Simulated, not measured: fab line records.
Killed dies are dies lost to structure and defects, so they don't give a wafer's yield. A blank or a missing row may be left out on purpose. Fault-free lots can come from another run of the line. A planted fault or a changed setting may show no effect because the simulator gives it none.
Which of the tools did it? -- flow berkeleyCmos170 -- 15 lots with 45 wafers sampled at 5 steps, on a route of 331 steps

## WHAT EACH GAUGE READ, for each wafer
UCB170_ACTIVE_CD_MEAS_13 targets a cd of 1200 nm.
lot,measured,on,cdNm (nm)
L262,day 4 17:47,cdSem-02,1198.4 1199.5 1199.4
L264,day 5 03:18,cdSem-02,1200.4 1200.6 1200.5
L265,day 5 03:24,cdSem-02,1198.1 1199.8 1200.7
L263,day 5 03:35,cdSem-02,1198.7 1197.3 1197.1
L267,day 5 16:46,cdSem-02,1200.5 1200.8 1199.9
L268,day 6 03:40,cdSem-02,1201.4 1200.8 1199.6
L270,day 6 12:36,cdSem-02,1199.5 1199.2 1198.8
L272,day 6 18:10,cdSem-02,1198.4 1198.2 1199.4
L277,day 7 18:22,cdSem-02,1198.8 1202.3 1200.5
L276,day 7 18:28,cdSem-01,1201.3 1201.0 1200.4
L278,day 7 22:46,cdSem-02,1202.1 1201.5 1201.2
L280,day 8 12:26,cdSem-02,1199.1 1198.4 1199.9
L281,day 8 17:20,cdSem-01,1200.4 1200.6 1199.8
L283,day 9 22:34,cdSem-02,1202.2 1201.2 1201.3
L284,day 9 22:50,cdSem-01,1198.2 1199.8 1199.1

UCB170_PVT_OVL_MEAS_06.
lot,measured,on,PVT_OVL (nm)
L262,day 6 07:13,overlay-02,0 -3 -8
L264,day 6 21:34,overlay-01,-10 -5 -11
L265,day 6 21:24,overlay-01,1 -6 0
L263,day 6 20:18,overlay-02,4 -1 3
L267,day 7 10:07,overlay-02,2 8 0
L268,day 7 22:56,overlay-01,-10 -6 -13
L270,day 8 09:11,overlay-01,0 -11 -8
L272,day 8 15:43,overlay-01,-4 -1 -1
L277,day 9 20:23,overlay-02,-14 -7 -9
L276,day 9 20:01,overlay-02,-7 -11 -7
L278,day 9 20:18,overlay-01,-11 -15 -14
L280,day 10 08:57,overlay-02,0 -1 3
L281,day 10 16:19,overlay-02,-16 -15 -13
L283,day 11 21:01,overlay-02,-7 -1 -1
L284,day 11 21:12,overlay-02,-1 -4 -4

UCB170_FIELD_THK_MEAS_91.
lot,measured,on,FIELD_OXIDE_LEFT_2_THK (nm)
L262,day 6 07:37,filmMetro-04,351 353 348
L264,day 6 21:59,filmMetro-04,329 330 335
L265,day 6 21:49,filmMetro-02,332 325 324
L263,day 6 20:43,filmMetro-02,319 323 318
L267,day 7 10:33,filmMetro-03,339 331 332
L268,day 8 00:44,filmMetro-03,351 350 347
L270,day 8 09:36,filmMetro-04,353 344 356
L272,day 8 16:37,filmMetro-04,361 363 361
L277,day 9 20:49,filmMetro-02,340 337 348
L276,day 9 20:29,filmMetro-04,355 360 355
L278,day 9 20:47,filmMetro-04,356 348 347
L280,day 10 09:22,filmMetro-02,372 374 364
L281,day 10 19:37,filmMetro-03,362 359 363
L283,day 11 21:25,filmMetro-03,352 347 348
L284,day 11 21:37,filmMetro-04,365 365 355

UCB170_GATE_THK_MEAS_05.
lot,measured,on,GATE_POLY_THK (nm)
L262,day 6 20:55,filmMetro-01,214.6 214.0 212.5
L264,day 7 12:54,filmMetro-02,215.4 215.9 214.8
L265,day 7 12:52,filmMetro-04,213.0 216.7 213.8
L263,day 7 12:52,filmMetro-01,216.7 216.1 214.7
L267,day 8 00:29,filmMetro-04,211.6 211.3 212.0
L268,day 8 13:56,filmMetro-04,217.1 217.8 217.4
L270,day 8 22:10,filmMetro-02,214.8 215.7 216.5
L272,day 9 03:17,filmMetro-04,213.0 211.3 213.0
L277,day 10 09:59,filmMetro-01,106.7 105.8 108.3
L276,day 10 09:58,filmMetro-02,105.4 106.8 106.9
L278,day 10 09:59,filmMetro-04,107.0 105.6 104.2
L280,day 11 01:43,filmMetro-04,214.4 215.7 213.7
L281,day 11 11:15,filmMetro-04,218.2 217.7 216.7
L283,day 12 12:15,filmMetro-02,213.5 213.3 214.3
L284,day 12 12:19,filmMetro-04,215.4 213.6 214.2

## WHAT TOOL EACH LOT RAN ON (gives the tool, then ch and the chambers of the sampled wafers, and finally the start)
lot,UCB170_GATE_CVD_04
L262,"lpcvd-02 ch 0, day 6 19:31"
L264,"lpcvd-01 ch 1, day 7 11:28"
L265,"lpcvd-01 ch 1, day 7 11:28"
L263,"lpcvd-01 ch 0, day 7 11:28"
L267,"lpcvd-02 ch 1, day 7 23:05"
L268,"lpcvd-02 ch 0, day 8 12:31"
L270,"lpcvd-02 ch 0, day 8 20:45"
L272,"lpcvd-01 ch 0, day 9 01:52"
L277,"lpcvd-01 ch 1, day 10 08:34"
L276,"lpcvd-01 ch 1, day 10 08:34"
L278,"lpcvd-01 ch 0, day 10 08:34"
L280,"lpcvd-02 ch 0, day 11 00:19"
L281,"lpcvd-02 ch 0, day 11 09:51"
L283,"lpcvd-02 ch 0, day 12 10:51"
L284,"lpcvd-02 ch 1, day 12 10:51"
- UCB170_GATE_CVD_04: deposits poly-Si from SiH4, time 1440 s, target thk 214 nm.

## AS READ BY THE TOOLS THEMSELVES (means over the sampled wafers that have a number; for cases with no such wafer, the mark the record gives instead)
UCB170_GATE_CVD_04.
lot,tool,sih4FlowSccm (sccm)
L262,lpcvd-02,120.1
L264,lpcvd-01,119.6
L265,lpcvd-01,119.6
L263,lpcvd-01,120.1
L267,lpcvd-02,120.3
L268,lpcvd-02,120.3
L270,lpcvd-02,120.0
L272,lpcvd-01,119.8
L277,lpcvd-01,59.8
L276,lpcvd-01,59.8
L278,lpcvd-01,60.3
L280,lpcvd-02,119.9
L281,lpcvd-02,120.5
L283,lpcvd-02,119.8
L284,lpcvd-02,120.3

## THE ANSWER, worked out from the rows above alone
Rule: the lots themselves supply what counts as usual. The widest of any qualifying gaps counts: lots, ordered by their means at a reading, are off when they make up no more than a third of the lots, leave a main group of 4 or more, and stand apart from it by 3 or more times the standard deviation of that group's means. A main group is skipped when, at the precision printed for the reading in the tables above, its means are all equal. A lot without any number at a reading at which 4 lots or more have one is off too. Any other lot the step has rows for is counted as sound. Order of review: gauges by route order, followed by the tools' own readings, for which a lot's mean as printed above is used. The first step at which some lot is off is used, and at that step the reading that is off furthest; a lot without a number counts as furthest.
Off: at UCB170_GATE_THK_MEAS_05 (GATE_POLY_THK), L277, L276, L278. Main group: mean 214.7 nm, sd 1.7.
A tool fits if, at a process step before that reading, it ran every lot that is off, and no sound lot after the first of them. Not tried: the gauges at UCB170_GATE_THK_MEAS_05; whatever is off there is also off at UCB170_GATE_CVD_04, on other tools, and gauge error can't account for it. One candidate fits, namely lpcvd-01 at UCB170_GATE_CVD_04. Its last sound lot is L272 (day 9 01:52), its first lot that is off L276 (day 10 08:34): a fault that began between those two fits.
On the lots that are off, the tool's own readings at UCB170_GATE_CVD_04 differ by more than 5 times the standard deviation of the sound lots' means, which bears it out; sih4FlowSccm reads 60.0 sccm there versus 120.0 sccm on the sound lots.

## WHAT THE SIMULATOR HAD PUT IN
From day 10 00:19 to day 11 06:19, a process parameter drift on lpcvd-01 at UCB170_GATE_CVD_04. From 120, the setting sih4FlowSccm moved by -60. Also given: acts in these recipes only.
Struck lots among those shown: L277, L276, L278. The rule above found the same.
